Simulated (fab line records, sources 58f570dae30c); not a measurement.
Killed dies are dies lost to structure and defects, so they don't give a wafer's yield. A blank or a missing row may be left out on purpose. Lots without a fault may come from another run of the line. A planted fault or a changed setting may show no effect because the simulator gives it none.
One fault seen from 2 desks | flow berkeley_cmos170 | each desk has only its own numbers; what lay behind them comes last

THE METROLOGY DESK
What the gauges read, lot by lot, whatever tool the lot ran on: means of the sampled wafers that have a number. A lot is out of limits, marked OUT, if its mean lies more than 4 standard deviations from the usual mean; the brackets give that distance.
Columns: A = cd_nm at UCB170_M1_CD_MEAS_09, usual 699.3 nm; B = cd_nm at UCB170_M1_CD_MEAS_90, usual 699.3 nm; C = V1_POLISHED_THK at UCB170_V1_THK_MEAS_04, usual 993.4 nm
lot  | first seen here | A     | B     | C
L331 | day 7 08:30     | 697.9 | 696.5 | 994.6
L332 | day 7 20:31     | 699.4 | 698.0 | 994.3
L334 | day 8 05:58     | 697.0 | 698.2 | 993.1
L335 | day 8 11:27     | 699.6 | 699.2 | 994.2
L336 | day 9 00:34     | 699.5 | 698.6 | 992.2
L337 | day 9 01:09     | 698.6 | 699.2 | 992.8
L339 | day 9 03:12     | 697.7 | 699.7 | 992.7
L340 | day 9 03:26     | 699.1 | 698.7 | 993.8
L338 | day 9 03:44     | 699.8 | 700.5 | 993.5
L347 | day 10 19:50    | 697.7 | 698.0 | 993.2
L350 | day 11 13:07    | 700.8 | 699.8 | 993.1
L353 | day 11 14:25    | 700.8 | 700.2 | 993.9
L349 | day 11 14:31    | 698.0 | 700.5 | 993.8
L351 | day 11 14:40    | 699.5 | 699.2 | 992.5
This desk's finding: nothing out of limits on any of the 14 lots.

THE TOOL OWNER'S DESK: pecvd-04
The tool's own readings at UCB170_V1_CVD_00 (deposits SiO2 from TEOS/O2, target thk 2000 nm, time 250 s): means of the sampled wafers that have a number, for each lot that ran on this tool. A lot is out of limits, marked OUT, if its mean lies more than 4 standard deviations from the usual mean; the brackets give that distance.
Columns: A = heater_power_w at UCB170_V1_CVD_00, usual 272 W; B = rf_fwd_power_W at UCB170_V1_CVD_00, usual 548.2 W; C = susceptor_temp_C at UCB170_V1_CVD_00, usual 390.01 C
lot  | first seen here | A   | B               | C
L331 | day 7 13:02     | 296 | 548.1           | 389.95
L332 | day 8 00:27     | 282 | 548.3           | 389.77
L334 | day 8 09:07     | 304 | 547.4           | 390.00
L339 | day 9 08:07     | 245 | 549.0           | 390.18
L347 | day 10 21:42    | 280 | 524.8 (-13) OUT | 389.85
L349 | day 11 16:45    | 324 | 504.5 (-24) OUT | 389.92
This desk's finding: out of limits on L347, L349; first on L347, day 10 21:42 (rf_fwd_power_W at UCB170_V1_CVD_00). In limits: L331, L332, L334, L339.

PUT TOGETHER
The tool owner's desk could have raised an alarm at day 10 21:42, on L347, L349.
The metrology desk saw nothing out of limits.
The metrology desk has L347, L349 on record, within its limits.
Of the lots named, all ran UCB170_V1_CVD_00 on pecvd-04.

WHAT THE SIMULATOR HAD PUT IN
Process parameter drift: pecvd-04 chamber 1, from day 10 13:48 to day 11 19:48, at UCB170_V1_CVD_00. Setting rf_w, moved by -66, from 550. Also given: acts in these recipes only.
Lots struck among those shown: L347, L349.
Hours from the fault's start to each desk's first reading out of limits: the tool owner's desk, 8.
